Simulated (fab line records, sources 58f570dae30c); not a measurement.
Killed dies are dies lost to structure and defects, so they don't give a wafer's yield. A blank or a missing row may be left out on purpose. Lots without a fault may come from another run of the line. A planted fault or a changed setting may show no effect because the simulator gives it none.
Chamber matching | flow berkeley_cmos170 | UCB170_M3_ETCH_17 on rie_diel-01: 4 sister chambers
The step etches BARC in N2/H2. 4 wafers are shown with their chamber, then 8 later ones without.

WAFERS WITH THEIR CHAMBER
wafer  | chamber | throttle_valve_pct (%)
L681.3 | 0       | 13.43
L684.5 | 3       | 13.37
L687.6 | 1       | 13.28
L694.1 | 2       | 12.93

WAFERS WITHOUT THEIR CHAMBER
wafer  | throttle_valve_pct (%)
L694.2 | 13.27
L694.6 | 12.94
L692.4 | 13.29
L692.5 | 13.36
L692.6 | 12.92
L695.1 | 13.46
L695.5 | 13.29
L695.6 | 12.94

WHICH CHAMBER EACH WENT THROUGH
wafer  | from the rows above | in truth
L694.2 | 1                   | 1
L694.6 | 2                   | 2
L692.4 | 1                   | 1
L692.5 | 3                   | 3
L692.6 | 2                   | 2
L695.1 | 0                   | 0
L695.5 | 1                   | 1
L695.6 | 2                   | 2
Placed correctly: 8 of 8. Can't be placed from these rows: 0. Placed wrongly: 0.
How it was worked out, from the rows above alone: a wafer's distance from a chamber is the root of the sum, over the readings, of the square of ((its reading less the chamber's mean) divided by the reading's scatter). The wafer belongs to the nearest chamber; if the next one is less than 2 further off, it can't be placed. A chamber's mean is the mean of its shown wafers. The scatter: with one shown wafer a chamber, the root of the mean of the squares of how far each hidden wafer lies from its nearest shown one.
